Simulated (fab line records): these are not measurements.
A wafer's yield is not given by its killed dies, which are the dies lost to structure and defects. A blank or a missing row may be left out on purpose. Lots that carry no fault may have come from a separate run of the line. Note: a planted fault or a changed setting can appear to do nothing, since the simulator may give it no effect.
fab line records + flow rit-cmos
record
- lots=6
- wafers=18
- last-day=7
route steps=202 shown PLDD@122 SPACER@125 NSD@131 M1@202
lots that met no fault: taken from a fault-free run of the same line
start-h: hours from the record's first day to the start of the lot's first wafer shown + wait-h: hours from the lot's prior step to this one + " same as the row above + L1.1+2: a single row standing in for several wafers + - value missing, or start not given + * or withheld: withheld + < > ~ a bound
route shown NAME@n: names a module that has steps shown in the file, with the first one's number in the route + usual: average and standard deviation across the fault-free wafers + same: alike in all rows + chamber/n: place in a boat + sites: each site's reading + _std_site: their standard deviation + _edge_site: mean of outer sites minus mean of inner sites + radius-mm: how far each site lies from the wafer's centre + mask NAME#n: copy n + behind: the most recent tool/chamber to have shaped the wafer + hold: why the lot was held/for how many hours/how that ended + device: the n, p or np transistor that did not switch + end of line: tests run on the same wafers once the route is complete + for a step that has no rows: nothing shown but its recipe + killed: at the first sort, the dies lost to defects and structure; wafer yield is something else + map: dies across one wafer; x = killed, . = not, _ = none there
set.NAME: the setting that was run; set.NAME@STEP: the one run at that earlier step + model.NAME: the simulator's own value behind a step, which no gauge read
lots at some steps of the route; a table a step, a row a wafer
services: the hour from which a tool's chamber was out of use, counted from the record's first day as start-h (under 0 if before that day), plus the number of hours and why
## steps
# step RIT_PLDD_IMPLANT_08
# recipe
- species=BF2
- energy-kev=20
- dose-cm2=9e+14
- tilt-deg=7
# step RIT_PLDD_STRIP_09
# recipe
- chemistry=O2
- time-s=180
- resist=NOVOLAK
- platen-temp-c=withheld
- power-w=500
- pressure-mtorr=4000
- o2-flow-sccm=4000
# usual
- chamber-pressure-mTorr=3999/3.3
- drypump-motor-current-A=5.4/0.37
| lot.wafer | tool            | chamber | start-h | wait-h | chamber-pressure-mTorr | drypump-motor-current-A | rf-hours-counter-h |
|-----------|-----------------|---------|---------|--------|------------------------|-------------------------|--------------------|
| L435.1    | plasma-asher-02 | 0       | 54.63   | 0.1    | 3997                   | 5.4                     | 27                 |
| L435.2    | "               | 1       | "       | "      | 4000                   | 5.4                     | 27                 |
| L435.4    | "               | 1       | "       | "      | 3996                   | 5.4                     | -                  |
| L444.2    | plasma-asher-04 | 1       | 102.36  | 0.1    | 3999                   | 5.2                     | 45                 |
| L444.3    | "               | 0       | "       | "      | 4001                   | 6.0                     | -                  |
| L444.6    | "               | 0       | "       | "      | 4006                   | 5.9                     | -                  |
| L446.1    | plasma-asher-03 | 1       | 116.82  | 0.1    | 4002                   | 4.9                     | 47                 |
| L446.3    | "               | 0       | "       | "      | 4000                   | 5.9                     | -                  |
| L446.6    | "               | 1       | "       | "      | 4001                   | 5.0                     | -                  |
| L448.1    | plasma-asher-03 | 0       | 123.28  | 0.1    | 4003                   | 5.9                     | 48                 |
| L448.4    | "               | 1       | "       | "      | 4001                   | 5.0                     | -                  |
| L448.5    | "               | 1       | "       | "      | 4006                   | 4.9                     | -                  |
| L453.1    | plasma-asher-03 | 1       | 143.37  | 0.1    | 3999                   | 5.0                     | 51                 |
| L453.2    | "               | 0       | "       | "      | 3996                   | 5.9                     | 51                 |
| L453.4    | "               | 0       | "       | "      | 3994                   | 5.9                     | -                  |
| L455.1    | plasma-asher-02 | 0       | 154.99  | 0.1    | 4000                   | 5.3                     | 38                 |
| L455.3    | "               | 0       | "       | "      | 4002                   | 5.4                     | -                  |
| L455.5    | "               | 0       | "       | "      | 4001                   | 5.4                     | -                  |
# step RIT_PLDD_TW_MEAS_10
# usual
- PLDD_TW=2304/30
| lot.wafer | tool          | chamber | start-h | wait-h | PLDD_TW |
|-----------|---------------|---------|---------|--------|---------|
| L435.1    | film-metro-04 | -       | 54.81   | 0.1    | 2365    |
| L435.2    | "             | -       | "       | "      | 2354    |
| L435.4    | "             | -       | "       | "      | 2365    |
| L444.2    | film-metro-01 | -       | 102.55  | 0.1    | 2290    |
| L444.3    | "             | -       | "       | "      | 2298    |
| L444.6    | "             | -       | "       | "      | 2293    |
| L446.1    | film-metro-01 | -       | 116.99  | 0.1    | 2289    |
| L446.3    | "             | -       | "       | "      | 2296    |
| L446.6    | "             | -       | "       | "      | 2282    |
| L448.1    | film-metro-01 | -       | 123.46  | 0.1    | 2284    |
| L448.4    | "             | -       | "       | "      | 2273    |
| L448.5    | "             | -       | "       | "      | 2278    |
| L453.1    | film-metro-01 | -       | 143.54  | 0.1    | 2273    |
| L453.2    | "             | -       | "       | "      | 2275    |
| L453.4    | "             | -       | "       | "      | 2270    |
| L455.1    | film-metro-01 | -       | 155.16  | 0.1    | 2284    |
| L455.3    | "             | -       | "       | "      | 2280    |
| L455.5    | "             | -       | "       | "      | 2290    |
# step RIT_SPACER_CLEAN_00
# recipe
- chemistry=SC1
- mix=3:3:50
- time-s=600
- temp-c=75
# step RIT_SPACER_CLEAN_01
# recipe
- chemistry=dHF
- dilution=50:1
- time-s=30
# step RIT_SPACER_CLEAN_02
# recipe
- chemistry=SC2
- mix=3:3:50
- time-s=600
- temp-c=75
- dry=n2-spin
# step RIT_SPACER_CVD_03
# recipe
- material=Si3N4
- target-thk-nm=250
- temp-c=810
- precursor=SiH2Cl2/NH3
- time-s=3300
- pressure-mtorr=300
- sih2cl2-flow-sccm=60
- nh3-flow-sccm=150
# step RIT_SPACER_THK_MEAS_04
# recipe
- reads=Si3N4_of_SPACER_CVD_03
# usual
- SPACER_NITRIDE_THK=250.1/2.6
| lot.wafer | tool          | chamber | start-h | wait-h | SPACER_NITRIDE_THK[nm] |
|-----------|---------------|---------|---------|--------|------------------------|
| L435.1    | film-metro-03 | -       | 57.15   | 0.0    | 248.3                  |
| L435.2    | "             | -       | "       | "      | 251.2                  |
| L435.4    | "             | -       | "       | "      | 249.5                  |
| L444.2    | film-metro-02 | -       | 105.95  | 0.0    | 250.2                  |
| L444.3    | "             | -       | "       | "      | 249.4                  |
| L444.6    | "             | -       | "       | "      | 249.3                  |
| L446.1    | film-metro-03 | -       | 120.45  | 0.0    | 249.1                  |
| L446.3    | "             | -       | "       | "      | 249.6                  |
| L446.6    | "             | -       | "       | "      | 251.6                  |
| L448.1    | film-metro-04 | -       | 125.80  | 0.0    | 250.0                  |
| L448.4    | "             | -       | "       | "      | 249.9                  |
| L448.5    | "             | -       | "       | "      | 252.0                  |
| L453.1    | film-metro-02 | -       | 145.89  | 0.0    | 248.9                  |
| L453.2    | "             | -       | "       | "      | 250.8                  |
| L453.4    | "             | -       | "       | "      | 249.2                  |
| L455.1    | film-metro-03 | -       | 157.54  | 0.0    | 254.5                  |
| L455.3    | "             | -       | "       | "      | 253.1                  |
| L455.5    | "             | -       | "       | "      | 253.5                  |
# step RIT_SPACER_ETCHBACK_05
# recipe
- target-depth-a=2500
- SF6_flow_sccm=30
- CHF3_flow_sccm=30
- target=Si3N4
- chemistry=SF6/CHF3
- pressure-mtorr=40
- rf-w=250
- time-s=240
- stop-on=SiO2
# usual
- chamber-pressure-mTorr=40.01/0.033
- drypump-motor-current-A=5.5/0.51
- oes-product-au=0.842/0.016
- throttle-valve-pct=10.26/0.12
| lot.wafer | tool        | chamber | start-h | wait-h | chamber-pressure-mTorr | drypump-motor-current-A | oes-product-au | rf-hours-counter-h | throttle-valve-pct |
|-----------|-------------|---------|---------|--------|------------------------|-------------------------|----------------|--------------------|--------------------|
| L435.1    | rie-diel-02 | 3       | 57.21   | 0.1    | 40.02                  | 5.0                     | 0.867          | 5                  | 10.27              |
| L435.2    | "           | 2       | "       | "      | 39.95                  | 5.3                     | 0.853          | 118                | 10.25              |
| L435.4    | "           | 1       | "       | "      | 40.09                  | 6.3                     | 0.847          | 159                | 10.07              |
| L444.2    | rie-diel-03 | 3       | 106.00  | 0.0    | 39.98                  | 6.0                     | 0.833          | 5                  | 10.12              |
| L444.3    | "           | 1       | "       | "      | 39.98                  | 5.3                     | 0.822          | 2                  | 10.30              |
| L444.6    | "           | 1       | "       | "      | 40.04                  | 5.3                     | 0.829          | -                  | 10.32              |
| L446.1    | rie-diel-01 | 1       | 120.51  | 0.1    | 39.99                  | 6.1                     | 0.820          | 138                | 10.07              |
| L446.3    | "           | 0       | "       | "      | 40.07                  | 5.9                     | 0.837          | 90                 | 10.22              |
| L446.6    | "           | 2       | "       | "      | 40.01                  | 5.4                     | 0.850          | -                  | 10.29              |
| L448.1    | rie-diel-01 | 3       | 125.86  | 0.1    | 39.99                  | 4.6                     | 0.828          | 115                | 10.40              |
| L448.4    | "           | 0       | "       | "      | 40.00                  | 5.9                     | 0.828          | 90                 | 10.21              |
| L448.5    | "           | 3       | "       | "      | 40.05                  | 4.6                     | 0.841          | -                  | 10.40              |
| L453.1    | rie-diel-02 | 1       | 145.95  | 0.1    | 39.94                  | 6.2                     | 0.852          | 0                  | 10.05              |
| L453.2    | "           | 2       | "       | "      | 40.04                  | 5.2                     | 0.848          | 120                | 10.26              |
| L453.4    | "           | 3       | "       | "      | 40.03                  | 5.0                     | 0.868          | 6                  | 10.26              |
| L455.1    | rie-diel-01 | 3       | 157.60  | 0.1    | 39.98                  | 4.7                     | 0.853          | 116                | 10.41              |
| L455.3    | "           | 1       | "       | "      | 40.00                  | 6.1                     | 0.819          | 139                | 10.07              |
| L455.5    | "           | 0       | "       | "      | 39.95                  | 5.9                     | 0.849          | -                  | 10.23              |
# step RIT_NSD_HMDS_00
# recipe
- prime-time-s=60
- prime-temp-c=140
# step RIT_NSD_COAT_01
# recipe
- resist=NOVOLAK
- spin-rpm=3250
- resist-thk-nm=1000
# step RIT_NSD_SOFTBAKE_02
# recipe
- resist=NOVOLAK
- temp-c=90
- time-s=60
# step RIT_NSD_EXPOSE_03
# recipe
- mask-id=M9
- na=0.57
- target-cd-nm=40700
- dose-mj=250
# usual
- focus-offset-nm=0.1/0.5
# same
- na=0.57
| lot.wafer | tool             | chamber | start-h | wait-h | mask | focus-offset-nm | model.NSD.overlay-x-nm |
|-----------|------------------|---------|---------|--------|------|-----------------|------------------------|
| L435.1    | iline-stepper-02 | 0       | 57.81   | 0.1    | M9#0 | -0.4            | 0.2756                 |
| L435.2    | "                | 0       | "       | "      | M9#0 | 0.9             | 0.2756                 |
| L435.4    | "                | 0       | "       | "      | M9#0 | 1.0             | 0.2756                 |
| L444.2    | iline-stepper-01 | 0       | 106.74  | 0.2    | M9#0 | 0.5             | -0.8374                |
| L444.3    | "                | 0       | "       | "      | M9#0 | 0.7             | -0.8374                |
| L444.6    | "                | 0       | "       | "      | M9#0 | 0.1             | -0.8374                |
| L446.1    | iline-stepper-02 | 0       | 121.11  | 0.1    | M9#0 | 0.6             | 0.8104                 |
| L446.3    | "                | 0       | "       | "      | M9#0 | 0.5             | 0.8104                 |
| L446.6    | "                | 0       | "       | "      | M9#0 | 0.8             | 0.8104                 |
| L448.1    | iline-stepper-02 | 0       | 126.52  | 0.2    | M9#0 | -0.3            | 0.6262                 |
| L448.4    | "                | 0       | "       | "      | M9#0 | -0.2            | 0.6262                 |
| L448.5    | "                | 0       | "       | "      | M9#0 | 0.1             | 0.6262                 |
| L453.1    | iline-stepper-01 | 0       | 146.55  | 0.1    | M9#0 | -0.7            | 419.1                  |
| L453.2    | "                | 0       | "       | "      | M9#0 | 0.4             | 419.1                  |
| L453.4    | "                | 0       | "       | "      | M9#0 | -0.4            | 419.1                  |
| L455.1    | iline-stepper-01 | 0       | 158.38  | 0.3    | M9#0 | -0.3            | 420.4                  |
| L455.3    | "                | 0       | "       | "      | M9#0 | 0.1             | 420.4                  |
| L455.5    | "                | 0       | "       | "      | M9#0 | -0.9            | 420.4                  |
# step RIT_NSD_PEB_04
# recipe
- resist=NOVOLAK
- temp-c=withheld
- time-s=withheld
# step RIT_NSD_DEVELOP_05
# recipe
- resist=NOVOLAK
- develop-time-s=50
- dev-temp-c=23
# step RIT_NSD_OVL_MEAS_06
# usual
- NSD_OVL=-0.3/1.5
| lot.wafer | tool       | chamber | start-h | wait-h | NSD_OVL[nm] |
|-----------|------------|---------|---------|--------|-------------|
| L435.1    | overlay-02 | -       | 58.21   | -      | 0.2         |
| L435.2    | "          | -       | "       | "      | -2.0        |
| L435.4    | "          | -       | "       | "      | 0.1         |
| L444.2    | overlay-02 | -       | 107.13  | -      | -0.6        |
| L444.3    | "          | -       | "       | "      | -1.2        |
| L444.6    | "          | -       | "       | "      | -3.1        |
| L446.1    | overlay-01 | -       | 121.67  | -      | 1.2         |
| L446.3    | "          | -       | "       | "      | 3.0         |
| L446.6    | "          | -       | "       | "      | 1.2         |
| L448.1    | overlay-01 | -       | 126.92  | -      | 1.9         |
| L448.4    | "          | -       | "       | "      | 0.1         |
| L448.5    | "          | -       | "       | "      | -1.3        |
| L453.1    | overlay-02 | -       | 147.06  | -      | 421.7       |
| L453.2    | "          | -       | "       | "      | 421.2       |
| L453.4    | "          | -       | "       | "      | 419.5       |
| L455.1    | overlay-02 | -       | 158.78  | -      | 420.0       |
| L455.3    | "          | -       | "       | "      | 420.4       |
| L455.5    | "          | -       | "       | "      | 419.2       |
# step RIT_NSD_HARDBAKE_07
# recipe
- resist=NOVOLAK
- temp-c=140
- time-s=60
# step RIT_M1_PROBE_99
# usual
- killed-at-contacts=0.1/0.31
- killed-at-front-end=6.8/2.7
- killed-dies=6.9/2.7
- killed-open=3.3/1.8
- killed-short=3.5/1.8
# same
- gross-dies=264
- killed_at_M0_to_M3=0
- killed_at_M4_up=0
- killed-at-back-side=0
- killed-at-other=0
| lot.wafer | tool      | chamber | start-h | wait-h | killed-at-contacts | killed-at-front-end | killed-dies | killed-open | killed-short | model.etest.select-edge-diode-n.over-limit |
|-----------|-----------|---------|---------|--------|--------------------|---------------------|-------------|-------------|--------------|--------------------------------------------|
| L435.1    | prober-01 | -       | 67.97   | 0.1    | 0                  | 6                   | 6           | 4           | 2            | 0                                          |
| L435.2    | prober-01 | -       | 68.02   | 0.1    | 0                  | 6                   | 6           | 2           | 4            | 0                                          |
| L435.4    | prober-01 | -       | 68.12   | 0.2    | 0                  | 4                   | 4           | 2           | 2            | 0                                          |
| L444.2    | prober-01 | -       | 116.96  | 0.1    | 0                  | 8                   | 8           | 4           | 3            | 0                                          |
| L444.3    | prober-01 | -       | 117.01  | 0.2    | 0                  | 7                   | 7           | 4           | 3            | 0                                          |
| L444.6    | prober-01 | -       | 117.16  | 0.2    | 1                  | 10                  | 11          | 6           | 5            | 0                                          |
| L446.1    | prober-01 | -       | 131.68  | 0.1    | 0                  | 11                  | 11          | 4           | 7            | 0                                          |
| L446.3    | prober-01 | -       | 131.78  | 0.2    | 0                  | 9                   | 9           | 2           | 4            | 0                                          |
| L446.6    | prober-01 | -       | 131.93  | 0.2    | 0                  | 9                   | 9           | 6           | 3            | 0                                          |
| L448.1    | prober-01 | -       | 137.10  | 0.1    | 0                  | 7                   | 7           | 5           | 2            | 0                                          |
| L448.4    | prober-01 | -       | 137.25  | 0.2    | 1                  | 6                   | 7           | 3           | 4            | 0                                          |
| L448.5    | prober-01 | -       | 137.30  | 0.2    | 0                  | 10                  | 10          | 5           | 5            | 0                                          |
| L453.1    | prober-02 | -       | 156.84  | 0.1    | 0                  | 11                  | 11          | 5           | 6            | 1                                          |
| L453.2    | prober-02 | -       | 156.89  | 0.1    | 0                  | 13                  | 13          | 8           | 5            | 1                                          |
| L453.4    | prober-02 | -       | 156.99  | 0.2    | 0                  | 3                   | 3           | 2           | 1            | 1                                          |
| L455.1    | prober-02 | -       | 168.65  | 0.1    | 0                  | 6                   | 6           | 1           | 4            | 1                                          |
| L455.3    | prober-02 | -       | 168.75  | 0.2    | 0                  | 7                   | 7           | 5           | 2            | 1                                          |
| L455.5    | prober-02 | -       | 168.85  | 0.2    | 0                  | 8                   | 8           | 4           | 4            | 1                                          |
# killed by level:class
L435.1 GATE:geometric-particle:short=2 GATE:geometric-particle:open=2 FOX1:geometric-particle:open=1 SILICIDE:geometric-particle:open=1
L435.2 FOX1:geometric-particle:short=1 GATE:geometric-particle:short=1 REOX:geometric-particle:short=1 SPACER:geometric-particle:short=1 SPACER:geometric-particle:open=1 SILICIDE:geometric-particle:open=1
L435.4 FOX1:geometric-particle:open=1 FOX2:geometric-particle:open=1 GATE:geometric-particle:short=1 SPACER:geometric-particle:short=1
L444.2 SILICIDE:geometric-particle:open=3 FOX1:geometric-particle:short=1 GATE:geometric-particle:short=1 GATE:geometric-particle:open=1 SILICIDE:geometric-particle:short=1 GATE:coat-microbubble-printed=1
L444.3 GATE:geometric-particle:open=2 GATE:geometric-particle:short=1 REOX:geometric-particle:short=1 REOX:geometric-particle:open=1 SILICIDE:geometric-particle:open=1 SILICIDE:geometric-particle:short=1
L444.6 GATE:geometric-particle:open=2 GATE:geometric-particle:short=2 SILICIDE:geometric-particle:open=2 ACTIVE:geometric-particle:open=1 FOX1:geometric-particle:open=1 REOX:geometric-particle:short=1 SILICIDE:geometric-particle:short=1 CONTACT:geometric-particle:short=1
L446.1 GATE:geometric-particle:short=3 FOX1:geometric-particle:short=2 FOX2:geometric-particle:open=2 FOX2:geometric-particle:short=2 FOX1:geometric-particle:open=1 GATE:geometric-particle:open=1
L446.3 NWELL:coat-microbubble-printed=3 SILICIDE:geometric-particle:short=2 FOX2:geometric-particle:open=1 GATE:geometric-particle:open=1 GATE:geometric-particle:short=1 SPACER:geometric-particle:short=1
L446.6 GATE:geometric-particle:short=2 GATE:geometric-particle:open=2 FOX1:geometric-particle:open=1 FOX2:geometric-particle:open=1 REOX:geometric-particle:open=1 SPACER:geometric-particle:short=1 SILICIDE:geometric-particle:open=1
L448.1 GATE:geometric-particle:short=2 REOX:geometric-particle:open=2 SPACER:geometric-particle:open=2 GATE:geometric-particle:open=1
L448.4 GATE:geometric-particle:short=2 FOX1:geometric-particle:open=1 GATE:geometric-particle:open=1 REOX:geometric-particle:short=1 SPACER:geometric-particle:short=1 CONTACT:geometric-particle:open=1
L448.5 FOX1:geometric-particle:short=2 SPACER:geometric-particle:short=2 SPACER:geometric-particle:open=2 GATE:geometric-particle:open=1 GATE:geometric-particle:short=1 REOX:geometric-particle:open=1 SILICIDE:geometric-particle:open=1
L453.1 GATE:geometric-particle:short=4 GATE:geometric-particle:open=3 FOX2:geometric-particle:open=1 REOX:geometric-particle:open=1 REOX:geometric-particle:short=1 SPACER:geometric-particle:short=1
L453.2 GATE:geometric-particle:short=4 GATE:geometric-particle:open=3 SILICIDE:geometric-particle:open=3 REOX:geometric-particle:open=1 SPACER:geometric-particle:open=1 SPACER:geometric-particle:short=1
L453.4 FOX1:geometric-particle:open=1 GATE:geometric-particle:short=1 SILICIDE:geometric-particle:open=1
L455.1 SILICIDE:geometric-particle:short=2 FOX1:geometric-particle:short=1 GATE:geometric-particle:open=1 GATE:geometric-particle:short=1 NWELL:coat-microbubble-printed=1
L455.3 GATE:geometric-particle:open=2 FOX1:geometric-particle:open=1 GATE:geometric-particle:short=1 SPACER:geometric-particle:open=1 SILICIDE:geometric-particle:short=1 SILICIDE:geometric-particle:open=1
L455.5 FOX2:geometric-particle:open=2 GATE:geometric-particle:short=2 FOX1:geometric-particle:short=1 GATE:geometric-particle:open=1 REOX:geometric-particle:short=1 SPACER:geometric-particle:open=1
## services
| tool             | chamber | start-h | hours | kind           |
|------------------|---------|---------|-------|----------------|
| rie-diel-01      | 3       | 73.26   | 4.4   | repair         |
| rie-diel-02      | 1       | 93.04   | -     | clean          |
| rie-diel-02      | 1       | 93.04   | 23.1  | scheduled-down |
| rie-diel-02      | 1       | 93.04   | 23.1  | vent-cycle     |
| rie-diel-02      | 3       | 94.80   | 23.1  | repair         |
| rie-diel-03      | -       | 95.47   | 0.4   | repair         |
| iline-stepper-01 | 0       | 95.57   | -     | calibration    |
| rie-diel-02      | -       | 106.12  | 14.6  | pm             |
| plasma-asher-04  | -       | 116.28  | 1.5   | repair         |
| rie-diel-03      | 0       | 123.72  | -     | clean          |
| rie-diel-03      | 0       | 123.72  | 12.9  | scheduled-down |
| rie-diel-03      | 0       | 123.72  | 12.9  | vent-cycle     |
| rie-diel-03      | 3       | 137.19  | 5.7   | repair         |
| iline-stepper-02 | -       | 154.66  | 7.4   | repair         |
| rie-diel-03      | 1       | 155.87  | 3.6   | repair         |
| rie-diel-02      | 2       | 156.47  | 4.8   | repair         |
| iline-stepper-02 | 0       | 157.79  | -     | calibration    |
## key
first-sign
- step=RIT_NSD_OVL_MEAS_06
- reading=NSD_OVL
- direction=up
- sigmas=99+
- usual=-0.3
- struck=420.3
effect none on later readings
model-effect
- step=RIT_NSD_EXPOSE_03
- value=NSD.overlay-x-nm
- without=-0.2531
- struck=419.7
model-effect
- step=RIT_M1_PROBE_99
- value=etest.select-edge-diode-n.over-limit
- without=0
- struck=1
met-at RIT_NSD_EXPOSE_03
struck-wafers L453.1,L453.2,L453.4,L455.1,L455.3,L455.5
tester-left-out L453,L455
onset-between 106.74 146.55
also-fits time
fault
- kind=scanner-matching-overlay
- tool=iline-stepper-01
- chamber=-
- onset-h=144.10
- steps=RIT_NSD_EXPOSE_03
- offset=420
# tester-left-out: of these lots the tester's yield and bins aren't shown, on N5 and GAA mostly nor the transistor test; their killed dies are dies lost to structure and defects alone, not to doping, threshold or leakage, so they don't give the yield
